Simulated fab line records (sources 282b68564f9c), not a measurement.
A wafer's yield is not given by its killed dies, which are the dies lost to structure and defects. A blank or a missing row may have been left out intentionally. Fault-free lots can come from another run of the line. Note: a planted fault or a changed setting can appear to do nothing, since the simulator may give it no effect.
fab line records	flow ritCmos
[record] lots = 5	wafers = 27
route steps=202 shown M1@196
startH: start of the lot's first displayed wafer, in hours after the record's first day	waitH: time in hours since the lot's previous step	" identical to the entry in the row above	L1.1+2: several wafers, shown together as one row	- no value, or no start was given	* or withheld: withheld	< > ~ a bound
route shown NAME@n: NAME is a module with steps in the file, n the number in the route of the first one	usual: mean/standard deviation of fault-free wafers	same: alike in all rows	chamber/n: place in a boat	sites: the reading at each site	_std_site: standard deviation across them	_edge_site: outer sites' mean less inner sites'	radiusMm: for every site, how far away it sits from the centre of the wafer	mask NAME#n: copy n	behind: tool/chamber where the wafer was last shaped	hold: why the lot was held/for how many hours/how that ended	device: the n, p or np transistor that did not switch	end of line: tests of these same wafers at the route's end	a step without rows: its recipe alone	killed: not the wafer's yield, but the dies lost to structure and defects at the first sort	map: shows each die of a wafer: x if killed, . if not, _ if none is there
set.NAME: setting as actually run; set.NAME@STEP: the setting as run at that earlier step	model.NAME: the simulator's own value behind a step, which no gauge read
lots whose settings were changed on purpose; a table a step, a row a wafer
[[steps]]
[step RIT_M1_METAL_ETCH_12]
[recipe] stopOn = SiO2	chemistry = Cl2/BCl3	target = Al	timeS = 165	overEtchFrac = 0.5	pressureMtorr = 100	targetDepthA = 6000	rfW = 250	Cl2_flow_sccm = 60	bcl3FlowSccm = 50
[usual] oesProductAu = 0.764/0.011
lot.wafer	tool	chamber	startH	waitH	set.timeS	oesProductAu	model.NOVOLAK_of_M1_COAT_04.thkNm
L075.1	rieMetal-02	1	64.94	0.2	96.75	0.982	952.7
L075.2	"	0	"	"	165	0.785	826.7
L075.3	"	0	"	"	96.75	0.991	953.8
L075.4	"	1	"	"	165	0.763	819.8
L075.5	"	1	"	"	96.75	0.978	951.7
L075.6	"	0	"	"	165	0.772	824.2
L079.1	rieMetal-04	0	86.38	0.2	165	0.757	796.7
L079.2	"	1	"	"	234.8	0.731	661.9
L079.3	"	1	"	"	165	0.767	804.2
L079.4	"	0	"	"	165	0.756	796
L079.5	"	0	"	"	234.8	0.744	652.6
L079.6	"	1	"	"	234.8	0.746	670.6
L081.1	rieMetal-03	0	92.93	0.2	252.6	0.740	638.8
L081.2	"	1	"	"	252.6	0.743	654.3
L081.3	"	0	"	"	165	0.770	814
L081.4	"	1	"	"	165	0.776	823.9
L081.5	"	0	"	"	165	0.768	815.6
L081.6	"	1	"	"	252.6	0.748	661.1
L083.3	rieMetal-02	1	105.36	0.2	165	0.773	819.3
L083.4	"	0	"	"	165	0.772	821.6
L083.5	"	0	"	"	165	0.775	825
L084.1	rieMetal-03	1	111.12	0.2	165	0.765	824.8
L084.2	"	0	"	"	165	0.764	817.5
L084.3	"	1	"	"	165	0.772	821.7
L084.4	"	0	"	"	165	0.768	815.5
L084.5	"	0	"	"	165	0.765	811.8
L084.6	"	1	"	"	165	0.785	824.1
[step RIT_M1_STRIP_13]
[recipe] chemistry = nmp	resist = NOVOLAK	tempC = 80	timeS = 600	dry = n2Spin
[step RIT_M1_STRIP_14]
[recipe] chemistry = O2	timeS = 180	platenTempC = withheld	powerW = 500	pressureMtorr = 4000	o2FlowSccm = 4000
[step RIT_M1_CD_MEAS_90]
[recipe] targetCdNm = 2600
[usual] cdNm = 2599.5/2.5
lot.wafer	tool	chamber	startH	waitH	set.timeS@M1_METAL_ETCH_12	cdNm
L075.1	cdSem-01	-	65.45	0.1	96.75	2608.9
L075.2	"	-	"	"	165	2602.0
L075.3	"	-	"	"	96.75	2610.6
L075.4	"	-	"	"	165	2600.1
L075.5	"	-	"	"	96.75	2612.6
L075.6	"	-	"	"	165	2602.9
L079.1	cdSem-01	-	86.89	0.1	165	2602.1
L079.2	"	-	"	"	234.8	2588.6
L079.3	"	-	"	"	165	2597.1
L079.4	"	-	"	"	165	2600.8
L079.5	"	-	"	"	234.8	2589.5
L079.6	"	-	"	"	234.8	2589.8
L081.1	cdSem-01	-	93.61	0.1	252.6	2584.5
L081.2	"	-	"	"	252.6	2585.8
L081.3	"	-	"	"	165	2594.8
L081.4	"	-	"	"	165	2598.8
L081.5	"	-	"	"	165	2595.6
L081.6	"	-	"	"	252.6	2589.6
L083.3	cdSem-02	-	105.88	0.1	165	2599.7
L083.4	"	-	"	"	165	2604.4
L083.5	"	-	"	"	165	2606.2
L084.1	cdSem-02	-	111.63	0.1	165	2604.9
L084.2	"	-	"	"	165	2598.8
L084.3	"	-	"	"	165	2602.9
L084.4	"	-	"	"	165	2598.7
L084.5	"	-	"	"	165	2597.4
L084.6	"	-	"	"	165	2602.4
[step RIT_M1_ANNEAL_15]
[recipe] tempC = 450	timeS = 1800	ambient = forming_gas_H2N2
[step RIT_M1_PROBE_99]
[usual] killed_at_M0_to_M3 = 0/0	killedAtContacts = 0.1/0.37	killedAtFrontEnd = 6.5/2.8	killedDies = 6.6/2.7	killedOpen = 3.0/1.9	killedShort = 3.5/1.9
[same] grossDies = 264	killed_at_M4_up = 0	killedAtBackSide = 0	killedAtOther = 0
lot.wafer	tool	chamber	startH	waitH	set.oxTimeS@ACTIVE_OXIDATION_01	set.developTimeS@GATE_DEVELOP_15	killed_at_M0_to_M3	killedAtContacts	killedAtFrontEnd	killedDies	killedOpen	killedShort	model.etest.pmos_0p15.rOnOhmUm	model.etest.pmos_0p3.rOnOhmUm	model.etest.pmosTurned.rOnOhmUm	model.etest.nmos_0p15.rOnOhmUm	model.etest.nmos_0p3.rOnOhmUm	model.etest.pldd.widthNm	model.etest.nldd.widthNm	model.etest.nmos_0p15.driveUaUm
L075.1	prober-02	-	67.19	0.1	1707	75.27	0	0	264	264	4	3	-	-	-	-	-	-	-	-
L075.2	prober-02	-	67.24	0.1	1707	75.27	0	1	263	264	2	6	-	4639	1894	-	1652	3298	3328	-
L075.3	prober-02	-	67.29	0.2	1707	75.27	0	0	264	264	3	2	-	-	-	-	-	-	-	-
L075.4	prober-02	-	67.34	0.2	1707	50	0	0	16	16	7	9	2813	6160	3461	1111	2070	3308	3312	472.3
L075.5	prober-02	-	67.39	0.2	1707	50	252	0	12	264	2	10	-	-	-	-	-	-	-	-
L075.6	prober-02	-	67.44	0.2	1707	50	0	0	3	3	1	2	2713	6119	3376	1108	2080	3311	3314	481.2
L079.1	prober-02	-	88.63	0.1	4220	50	0	0	6	6	3	3	2853	6394	3520	1187	2226	3115	3120	439.7
L079.2	prober-02	-	88.68	0.1	4220	50	0	0	9	9	2	7	2881	6328	3508	1186	2199	3119	3126	448.9
L079.3	prober-02	-	88.73	0.2	4220	29.47	0	0	264	264	1	3	5224	8751	5865	1923	2948	3112	3107	258.5
L079.4	prober-02	-	88.78	0.2	4220	29.47	0	0	264	264	2	4	5142	8674	5748	1892	2920	3118	3104	256.8
L079.5	prober-02	-	88.83	0.2	4220	29.47	0	0	264	264	1	3	5162	8636	5782	1883	2899	3145	3134	261.5
L079.6	prober-02	-	88.88	0.2	4220	50	0	0	3	3	2	1	3012	6502	3648	1253	2278	3124	3117	430.2
L081.1	prober-02	-	95.35	0.1	4550	64.53	0	0	262	262	2	3	1915	5515	2562	-	1941	3063	3076	-
L081.2	prober-02	-	95.40	0.1	4550	64.53	0	0	264	264	2	4	1987	5644	2642	-	2017	3058	3084	-
L081.3	prober-02	-	95.45	0.2	4550	50	0	0	6	6	3	3	2809	6486	3486	1120	2210	3068	3082	455.8
L081.4	prober-02	-	95.50	0.2	4550	50	0	0	9	9	6	3	2892	6521	3579	1172	2242	3052	3053	443.8
L081.5	prober-02	-	95.55	0.2	4550	64.53	0	0	263	263	1	2	1872	5463	2484	-	1960	3064	3052	-
L081.6	prober-02	-	95.60	0.2	4550	50	0	1	5	6	1	5	2802	6378	3467	1114	2182	3079	3064	456.6
L083.3	prober-02	-	107.68	0.2	3360	50	0	0	7	7	7	0	2805	6288	3523	1126	2151	3170	3171	470.3
L083.4	prober-02	-	107.73	0.2	3360	50	0	0	9	9	4	5	2836	6200	3528	1147	2117	3173	3183	465.2
L083.5	prober-02	-	107.78	0.2	3360	50	0	0	8	8	3	5	2834	6275	3474	1149	2114	3189	3181	473.4
L084.1	prober-01	-	113.37	0.1	4943	50	0	0	5	5	4	1	2668	6258	3235	1089	2196	3036	3021	463.9
L084.2	prober-01	-	113.42	0.1	4943	50	0	261	3	264	0	3	-	-	-	-	-	-	-	-
L084.3	prober-01	-	113.47	0.2	4943	22.62	0	1	263	264	4	3	-	-	-	-	-	-	-	-
L084.4	prober-01	-	113.52	0.2	4943	50	0	0	4	4	2	2	2702	6314	3268	1124	2235	3020	3016	452.5
L084.5	prober-01	-	113.57	0.2	4943	22.62	0	0	264	264	2	2	6373	9951	6920	2281	3329	3038	3042	206.3
L084.6	prober-01	-	113.62	0.2	4943	22.62	0	0	264	264	4	4	-	-	-	-	-	-	-	-
// killed by level:class
L075.1 GATE:areaDevelop=257 GATE:geometricParticle:short=2 FOX1:geometricParticle:open=1 FOX2:geometricParticle:open=1 REOX:geometricParticle:open=1 SILICIDE:geometricParticle:short=1 SILICIDE:geometricParticle:open=1
L075.2 GATE:areaDevelop=256 GATE:geometricParticle:short=4 FOX2:geometricParticle:short=1 GATE:geometricParticle:open=1 SPACER:geometricParticle:short=1 CONTACT:geometricParticle:open=1
L075.3 GATE:areaDevelop=259 GATE:geometricParticle:open=2 FOX2:geometricParticle:open=1 GATE:geometricParticle:short=1 REOX:geometricParticle:short=1
L075.4 GATE:geometricParticle:open=4 GATE:geometricParticle:short=2 SILICIDE:geometricParticle:short=2 REOX:geometricParticle:open=2 REOX:geometricParticle:short=2 SPACER:geometricParticle:short=2 FOX2:geometricParticle:short=1 SILICIDE:geometricParticle:open=1
L075.5 M1:areaEtch=252 GATE:geometricParticle:short=5 GATE:geometricParticle:open=2 SPACER:geometricParticle:short=2 FOX1:geometricParticle:short=1 FOX2:geometricParticle:short=1 REOX:geometricParticle:short=1
L075.6 FOX2:geometricParticle:short=1 GATE:geometricParticle:short=1 GATE:geometricParticle:open=1
L079.1 GATE:geometricParticle:short=2 FOX1:geometricParticle:open=1 FOX1:geometricParticle:short=1 REOX:geometricParticle:open=1 SILICIDE:geometricParticle:open=1
L079.2 FOX1:geometricParticle:short=2 GATE:geometricParticle:short=2 GATE:geometricParticle:open=1 FOX2:geometricParticle:short=1 REOX:geometricParticle:open=1 REOX:geometricParticle:short=1 SPACER:geometricParticle:short=1
L079.3 GATE:areaDevelop=259 FOX1:geometricParticle:short=1 GATE:geometricParticle:open=1 REOX:geometricParticle:short=1 SILICIDE:geometricParticle:short=1 PSD:coatMicrobubblePrinted=1
L079.4 GATE:areaDevelop=258 REOX:geometricParticle:short=2 FOX1:geometricParticle:short=1 FOX1:geometricParticle:open=1 GATE:geometricParticle:short=1 REOX:geometricParticle:open=1
L079.5 GATE:areaDevelop=259 REOX:geometricParticle:short=2 FOX2:geometricParticle:open=1 GATE:geometricParticle:short=1 PSD:coatMicrobubblePrinted=1
L079.6 FOX1:geometricParticle:open=2 FOX1:geometricParticle:short=1
L081.1 GATE:areaDevelop=257 FOX1:geometricParticle:short=2 GATE:geometricParticle:open=2 SILICIDE:geometricParticle:short=1
L081.2 GATE:areaDevelop=258 GATE:geometricParticle:short=3 SILICIDE:geometricParticle:short=1 GATE:geometricParticle:open=1 SPACER:geometricParticle:open=1
L081.3 GATE:geometricParticle:open=3 GATE:geometricParticle:short=2 SPACER:geometricParticle:short=1
L081.4 GATE:geometricParticle:open=3 SPACER:geometricParticle:short=2 SILICIDE:geometricParticle:open=2 GATE:geometricParticle:short=1 SPACER:geometricParticle:open=1
L081.5 GATE:areaDevelop=260 GATE:geometricParticle:open=1 GATE:geometricParticle:short=1 SILICIDE:geometricParticle:short=1
L081.6 GATE:geometricParticle:short=2 ACTIVE:geometricParticle:short=1 GATE:geometricParticle:open=1 SILICIDE:geometricParticle:short=1 CONTACT:geometricParticle:short=1
L083.3 GATE:geometricParticle:open=2 REOX:geometricParticle:open=2 FOX1:geometricParticle:open=1 FOX2:geometricParticle:open=1 SILICIDE:geometricParticle:open=1
L083.4 GATE:geometricParticle:short=2 REOX:geometricParticle:short=2 FOX1:geometricParticle:open=1 FOX2:geometricParticle:open=1 SPACER:geometricParticle:open=1 SILICIDE:geometricParticle:short=1 SILICIDE:geometricParticle:open=1
L083.5 REOX:geometricParticle:open=2 SPACER:geometricParticle:short=2 FOX1:geometricParticle:short=1 GATE:geometricParticle:short=1 GATE:geometricParticle:open=1 REOX:geometricParticle:short=1
L084.1 FOX2:geometricParticle:short=1 FOX2:geometricParticle:open=1 GATE:geometricParticle:open=1 REOX:geometricParticle:open=1 SPACER:geometricParticle:open=1
L084.2 CONTACT:areaEtch=261 FOX2:geometricParticle:short=2 FOX1:geometricParticle:short=1
L084.3 GATE:areaDevelop=257 FOX1:geometricParticle:short=1 FOX2:geometricParticle:open=1 GATE:geometricParticle:open=1 REOX:geometricParticle:short=1 SPACER:geometricParticle:short=1 SILICIDE:geometricParticle:open=1 CONTACT:geometricParticle:open=1
L084.4 GATE:geometricParticle:open=2 FOX2:geometricParticle:short=1 GATE:geometricParticle:short=1
L084.5 GATE:areaDevelop=260 FOX2:geometricParticle:short=2 GATE:geometricParticle:open=1 REOX:geometricParticle:open=1
L084.6 GATE:areaDevelop=256 FOX2:geometricParticle:short=2 FOX1:geometricParticle:open=1 FOX2:geometricParticle:open=1 GATE:geometricParticle:short=1 GATE:geometricParticle:open=1 REOX:geometricParticle:open=1 REOX:geometricParticle:short=1
[[key]]
[split] step = RIT_M1_METAL_ETCH_12	setting = timeS	stated = 165	by = wafer
[response] step = RIT_M1_METAL_ETCH_12	reading = oesProductAu	shape = bent	atLowest = 0.984	atStated = 0.770	atHighest = 0.744
[response] step = RIT_M1_METAL_ETCH_12	reading = model.NOVOLAK_of_M1_COAT_04.thkNm	change = -3.16	per = 1%	r = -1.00
[response] step = RIT_M1_CD_MEAS_90	reading = cdNm	change = -0.213	per = 1%	r = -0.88
split outsideThisFile step=RIT_ACTIVE_OXIDATION_01 setting=oxTimeS
split outsideThisFile step=RIT_GATE_DEVELOP_15 setting=developTimeS
// split outsideThisFile: this setting was split too, and the file shows its column; the key of that split is in another file
